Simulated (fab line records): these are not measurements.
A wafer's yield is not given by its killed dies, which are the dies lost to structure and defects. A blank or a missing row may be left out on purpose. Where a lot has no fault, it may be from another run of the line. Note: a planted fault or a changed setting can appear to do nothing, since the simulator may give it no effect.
8D (eight disciplines) problem report, filled in by code | flow rit_cmos | the parts of the form that need people (team, actions taken, sign-off) are left out

== 1. THE ISSUE ==
ramp_down_c_per_s at RIT_SDANNEAL_RTA_03 reads a mean of 34.19 on 6 wafers of 2 lots; wafers without a fault read 171.00 with a standard deviation of 0.029. That is -99 or more standard deviations from the usual mean.
The step: time 5 s.
Seen first at day 5 23:55 on rtp_anneal-01, wafer L966.2. Wafers with a number at this step in the record: 39, from 13 lots. Rule for "out" (also "out of limits"): further than 4 standard deviations from the usual mean. The rest of the wafers with a number are treated as sound.

== 2. WHAT IT IS, WHAT IT ISN'T ==
question                    | is                     | is not
which readings at this step | ramp_down_c_per_s      | wafer_temp_C_max
which lots                  | L966, L968             | L952, L953, L954, L955, L956, L957, L958, L959, L971, L973, L975
which wafers of those lots  | all that have a number | -
read on which tools         | rtp_anneal-01          | rtp_anneal-02
when                        | from day 5 23:55       | up to then (24 sound wafers); but 9 sound wafers of L971, L973, L975 came after

== 3. WHAT RULES OUT EACH SUSPECT ==
Counting: a tool at a process step up to the reading stays a suspect if it ran every lot that is out and no sound lot after the first of them.
- rtp_anneal-01 at RIT_SDANNEAL_RTA_03 (time 5 s): kept. It processed each lot that is out, first L966 at day 5 23:55, and no sound lot thereafter; up to then, the last sound lot it processed was L958 at day 4 07:40. Its own ramp_down_c_per_s readings are out on those wafers.
After counting, what remains is rtp_anneal-01 at RIT_SDANNEAL_RTA_03.

== 4. THE CAUSE (what the simulator had put in) ==
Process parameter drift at RIT_SDANNEAL_RTA_03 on rtp_anneal-01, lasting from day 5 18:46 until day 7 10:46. The setting ramp_down_c_per_s was moved by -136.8, starting from 171.
This tool alone remained once counting was done.

== 5. THE EFFECT CHAIN, in route order ==
Each row: a reading where the mean over the struck wafers with a number is more than 3 standard deviations away from the usual. Readings are gone through only where the record gives a usual standard deviation; hours: the median, over the lots, of the time from a lot's start at the first step in this table giving one to that lot's start at this step; sigmas: the change measured in usual standard deviations.
hours | step                | reading           | usual  | on struck wafers | change  | sigmas
0     | RIT_SDANNEAL_RTA_03 | ramp_down_c_per_s | 171.00 | 34.19            | -136.81 | -99 or more
Process steps it contains:
- RIT_SDANNEAL_RTA_03: time 5 s.

== 6. WHAT WOULD HAVE CAUGHT IT SOONER ==
The fault began at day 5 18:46; the first out-of-limits reading in this record came at day 5 23:55, 5 hours later.
